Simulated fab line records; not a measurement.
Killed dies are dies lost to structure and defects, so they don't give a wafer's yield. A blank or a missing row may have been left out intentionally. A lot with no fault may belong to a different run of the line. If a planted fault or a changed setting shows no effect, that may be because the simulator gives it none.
What tool caused it? -- flow rit-cmos -- Sampling: 7 lots, 21 wafers, 2 of 202 route steps

== WHAT THE GAUGES READ, wafer by wafer ==
RIT_NRETRO_TW_MEAS_10.
lot,measured,on,NRETRO_TW
L349,day 2 13:14,film-metro-04,1041 1040 1043
L353,day 3 10:23,film-metro-02,1049 1046 1046
L356,day 4 03:46,film-metro-01,1057 1053 1053
L359,day 4 19:29,film-metro-01,1053 1047 1042
L365,day 6 04:19,film-metro-01,1040 1045 1040
L367,day 6 18:50,film-metro-04,1204 1207 1206
L370,day 7 06:07,film-metro-02,1053 1050 1052

== WHAT TOOL EACH LOT RAN ON (gives the tool, then ch and the chambers of the sampled wafers, and finally the start) ==
lot,RIT_NRETRO_IMPLANT_08
L349,"implanter-04 ch 0, day 2 12:55"
L353,"implanter-03 ch 0, day 3 10:05"
L356,"implanter-03 ch 0, day 4 03:26"
L359,"implanter-03 ch 0, day 4 19:09"
L365,"implanter-01 ch 0, day 6 03:59"
L367,"implanter-03 ch 0, day 6 18:34"
L370,"implanter-04 ch 0, day 7 05:50"
- RIT_NRETRO_IMPLANT_08

== THE ANSWER, worked out from the rows above alone ==
Rule: what is usual is taken from the lots themselves. The widest of any qualifying gaps counts: lots, ordered by their means at a reading, are off when they make up no more than a third of the lots, leave a main group of 4 or more, and stand apart from it by 3 or more times the standard deviation of that group's means. If all means in a main group match to the digits the tables above print for the reading, that group is not used. Also off: a lot with no number at a reading for which 4 or more lots have one. Any other lot the step has rows for is counted as sound.
Off: L367, seen at RIT_NRETRO_TW_MEAS_10 (NRETRO_TW). The main group has a mean of 1047 with a standard deviation of 4.8.
A tool fits if, at a process step before that reading, it ran every lot that is off, and no sound lot after the first of them. Those tools and the gauges at RIT_NRETRO_TW_MEAS_10 are tried in the same way. Undecided on this evidence; 2 tools fit (implanter-03 at RIT_NRETRO_IMPLANT_08, film-metro-04 at RIT_NRETRO_TW_MEAS_10).

== WHAT WAS PUT IN BY THE SIMULATOR ==
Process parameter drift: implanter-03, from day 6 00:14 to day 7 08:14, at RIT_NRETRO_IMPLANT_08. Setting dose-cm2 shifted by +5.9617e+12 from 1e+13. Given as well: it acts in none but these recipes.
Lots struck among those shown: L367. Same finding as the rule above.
